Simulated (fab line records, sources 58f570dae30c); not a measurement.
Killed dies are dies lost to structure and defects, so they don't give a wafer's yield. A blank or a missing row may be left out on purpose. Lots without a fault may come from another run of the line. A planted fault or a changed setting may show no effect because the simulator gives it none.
Chamber matching | flow berkeley_cmos170 | UCB170_V2_CMP_02 on cmp-02: 4 sister chambers
The step polishes SiO2. 14 wafers are shown with their chamber, then 7 later ones without.

WAFERS WITH THEIR CHAMBER
wafer  | chamber | motor_current_A (A)
L238.2 | 2       | 17.0
L238.3 | 3       | 15.5
L238.4 | 1       | 14.7
L236.1 | 0       | 15.7
L236.2 | 1       | 14.5
L236.3 | 2       | 16.4
L240.3 | 0       | 15.4
L240.4 | 2       | 17.3
L240.5 | 1       | 14.2
L243.3 | 0       | 15.5
L243.4 | 3       | 14.9
L243.6 | 3       | 14.4
L241.1 | 3       | 14.5
L241.2 | 1       | 14.1

SIGNATURES (means of the wafers above)
reading         | chamber 0 | chamber 1 | chamber 2 | chamber 3 | scatter within a chamber
motor_current_A | 15.533    | 14.375    | 16.900    | 14.825    | 0.38
Rule: a wafer's distance from a chamber is the root of the sum, over the readings, of the square of ((its reading less the chamber's mean) divided by the reading's scatter). The wafer belongs to the nearest chamber; if the next one is less than 2 further off, it can't be placed. The scatter: the root of (the sum of the squares of (reading less its chamber's mean) over the shown wafers, divided by (wafers less chambers)).

WAFERS WITHOUT THEIR CHAMBER
wafer  | motor_current_A (A)
L241.6 | 15.5
L253.2 | 14.7
L253.3 | 14.6
L253.5 | 15.6
L258.1 | 17.9
L258.2 | 16.1
L258.5 | 17.2

WHICH CHAMBER EACH WENT THROUGH
wafer  | from the rows above          | in truth
L241.6 | can't be placed: 0 or 3      | 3
L253.2 | can't be placed: 3 or 1 or 0 | 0
L253.3 | can't be placed: 1 or 3 or 0 | 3
L253.5 | can't be placed: 0 or 3      | 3
L258.1 | 2                            | 2
L258.2 | can't be placed: 0 or 2 or 3 | 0
L258.5 | 2                            | 2
Placed correctly: 2 of 7. Can't be placed from these rows: 5 (the true chamber is among the candidates in 5). Placed wrongly: 0.
